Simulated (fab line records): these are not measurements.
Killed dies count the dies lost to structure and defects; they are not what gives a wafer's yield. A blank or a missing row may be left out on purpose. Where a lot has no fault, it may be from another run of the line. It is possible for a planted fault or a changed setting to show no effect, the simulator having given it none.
Problem report in the 8D (eight disciplines) form, filled by code -- flow berkeley-cmos170 -- the parts of the form that need people (team, actions taken, sign-off) are left out

== 1. THE PROBLEM ==
Mean M1_AL_RS at UCB170_M1_RS_MEAS_01: 0.0251 ohm/sq over 3 wafers in 2 lots; fault-free wafers: 0.0486 ohm/sq, standard deviation 0.00044. That puts it -53 standard deviations away from the usual mean.
The step: measures by four-point-probe.
Seen first at day 11 01:34 on film-metro-03, wafer L996.2. Wafers with a number at this step in the record: 39, from 13 lots. The rule behind "out" and "out of limits": a value lying over 4 standard deviations away from the usual mean. Any other wafer with a number is counted as sound.

== 2. WHAT IT IS AND WHAT IT IS NOT ==
question,is,is not
which readings at this step,M1_AL_RS,-
which lots,"L996, L998","L100, L101, L103, L104, L981, L982, L983, L984, L985, L986, L987"
which wafers of those lots,"L996.2, L996.6, L998.4","L996.1, L998.2, L998.6"
read on which gauges,"film-metro-01, film-metro-03",film-metro-04
when,from day 11 01:34,"up to then (22 sound wafers); but 14 sound wafers of L100, L101, L103, L104, L998 came after"

== 3. WHAT RULES OUT EACH SUSPECT ==
Counting: any tool at a process step up to the reading remains a suspect provided it ran every lot that is out. Sound lots after the first of them don't rule it out here, since some wafers of a struck lot are sound.
- the gauge at UCB170_M1_RS_MEAS_01 has been ruled out. Those wafers that are out were read across 2 gauges (film-metro-01, film-metro-03).
- pvd-sputter-04 at UCB170_M1_SPUTTER_00 (material Al, target thk 600 nm, time 80 s): kept. It processed each lot that is out (first: L996, day 11 01:30); up to then, its last sound lot is L986 (day 8 09:38).
Remaining after the count: pvd-sputter-04 at UCB170_M1_SPUTTER_00.

== 4. THE CAUSE (what the simulator had put in) ==
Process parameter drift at UCB170_M1_SPUTTER_00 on pvd-sputter-04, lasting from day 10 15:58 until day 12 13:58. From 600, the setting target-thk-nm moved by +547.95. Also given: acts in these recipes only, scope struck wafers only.
Counting left only this tool.

== 5. THE CHAIN OF EFFECTS, in route order ==
Rows list readings where the struck wafers' mean (over those with a number) sits beyond 3 standard deviations from the usual. Only readings for which the record gives a usual standard deviation are gone through. hours: the time from each lot's start at the first step in this table that gives one to its start at this step, as a median over the lots. sigmas: the change in usual standard deviations.
hours,step,reading,usual,on struck wafers,change,sigmas
0,UCB170_M1_RS_MEAS_01,M1_AL_RS,0.0486 ohm/sq,0.0251,-0.0235,-53
0,UCB170_M1_THK_MEAS_02,M1_AL_THK,605 nm,1163,+558,+90
2,UCB170_M1_METAL_ETCH_12,oes-product-au,0.866 a.u.,1.016,+0.150,+12
It contains these process steps:
- UCB170_M1_METAL_ETCH_12: etches Al in Cl2/BCl3, stops on PSG, target depth 780 nm, time 126.8 s.

== 6. HOW IT WOULD HAVE BEEN CAUGHT EARLIER ==
10 hours passed between the start of the fault at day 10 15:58 and the first reading out of limits at a measuring or inspecting step in this record, taken at day 11 01:34.
An alarm limit of 4 standard deviations would not have fired on the tool readings at UCB170_M1_SPUTTER_00 for which the record gives a usual standard deviation, since none of them was out on any struck wafer.
Among the 2 lots that are out, L998 began UCB170_M1_SPUTTER_00 on pvd-sputter-04 after day 11 01:34. Putting the tool on hold at that point would have spared it.
